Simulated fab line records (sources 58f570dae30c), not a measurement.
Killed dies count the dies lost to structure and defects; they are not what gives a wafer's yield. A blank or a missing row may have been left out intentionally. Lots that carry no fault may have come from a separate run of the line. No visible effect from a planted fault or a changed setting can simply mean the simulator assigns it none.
One fault seen from 2 desks + flow berkeley_cmos170 + what lay behind the numbers comes last; until then each desk has only its own

## FOR THE TOOL OWNER'S DESK: pecvd-01
The tool's own readings at UCB170_V1_CVD_00 (deposits SiO2 from TEOS/O2, target thk 2000 nm, time 250 s): means of the sampled wafers that have a number, for each lot that ran on this tool. Marked OUT: a lot whose mean sits more than 4 standard deviations from the usual mean, which makes it out of limits; the brackets give that distance.
Columns: A = heater_power_w at UCB170_V1_CVD_00, usual 256 W; B = pressure_mtorr at UCB170_V1_CVD_00, usual 9001 mTorr; C = rf_fwd_power_W at UCB170_V1_CVD_00, usual 548.2 W
| lot  | first seen here | A   | B    | C                       |
|------|-----------------|-----|------|-------------------------|
| L807 | day 7 03:01     | 299 | 9016 | 549.4                   |
| L815 | day 9 01:23     | 261 | 8978 | 547.9                   |
| L819 | day 10 14:09    | 273 | 9026 | 549.1                   |
| L825 | day 11 05:47    | 212 | 9013 | 767.6 (+99 or more) OUT |
| L826 | day 11 13:02    | 170 | 9006 | 770.3 (+99 or more) OUT |
This desk's finding: out of limits on L825, L826; first on L825, day 11 05:47 (rf_fwd_power_W at UCB170_V1_CVD_00). Within limits: L807, L815, L819.

## AT THE METROLOGY DESK
What the gauges read, lot by lot, whatever tool the lot ran on: means of the sampled wafers that have a number. Marked OUT: a lot whose mean sits more than 4 standard deviations from the usual mean, which makes it out of limits; the brackets give that distance.
Columns: A = CONTACT_OVL at UCB170_CONTACT_OVL_MEAS_16, usual 1 nm; B = M1_OVL at UCB170_M1_OVL_MEAS_10, usual -1 nm; C = V1_TEOS_THK at UCB170_V1_THK_MEAS_01, usual 1995 nm
| lot  | first seen here | A  | B   | C               |
|------|-----------------|----|-----|-----------------|
| L807 | day 6 22:25     | 2  | -12 | 1980            |
| L809 | day 7 22:32     | 7  | -5  | 1976            |
| L810 | day 7 22:52     | 1  | 2   | 1991            |
| L811 | day 8 13:20     | -6 | -3  | 1994            |
| L816 | day 8 16:55     | -0 | -1  | 2021            |
| L815 | day 8 17:18     | 3  | -6  | 1980            |
| L817 | day 9 00:58     | -6 | -5  | 1997            |
| L818 | day 10 01:08    | -2 | -1  | 1982            |
| L819 | day 10 06:20    | 4  | 9   | 2013            |
| L822 | day 10 07:20    | -7 | -6  | 2002            |
| L821 | day 10 18:29    | -1 | 2   | 1968            |
| L825 | day 11 00:45    | 0  | -3  | 2228 (+9.3) OUT |
| L826 | day 11 06:54    | 4  | 0   | 2231 (+9.4) OUT |
| L829 | day 12 01:17    | -1 | -0  | 2002            |
This desk's result: L825, L826 out of limits, first on L825 (V1_TEOS_THK at UCB170_V1_THK_MEAS_01), day 11 05:57. Within limits: L807, L809, L810, L811, L816, L815, L817, L818, L819, L822, L821, L829.

## PUT TOGETHER
At day 11 05:47, on L825, L826, the tool owner's desk was in a position to raise an alarm.
The metrology desk could have raised an alarm at day 11 05:57, on L825, L826.
Every lot named ran UCB170_V1_CVD_00 on pecvd-01.

## WHAT THE SIMULATOR HAD INSERTED
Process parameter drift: pecvd-01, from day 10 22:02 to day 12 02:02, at UCB170_V1_CVD_00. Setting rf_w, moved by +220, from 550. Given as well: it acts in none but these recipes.
Shown lots that were struck: L825, L826.
Time in hours from fault onset to the first out-of-limits reading at each desk: tool owner's desk 8, metrology desk 8.
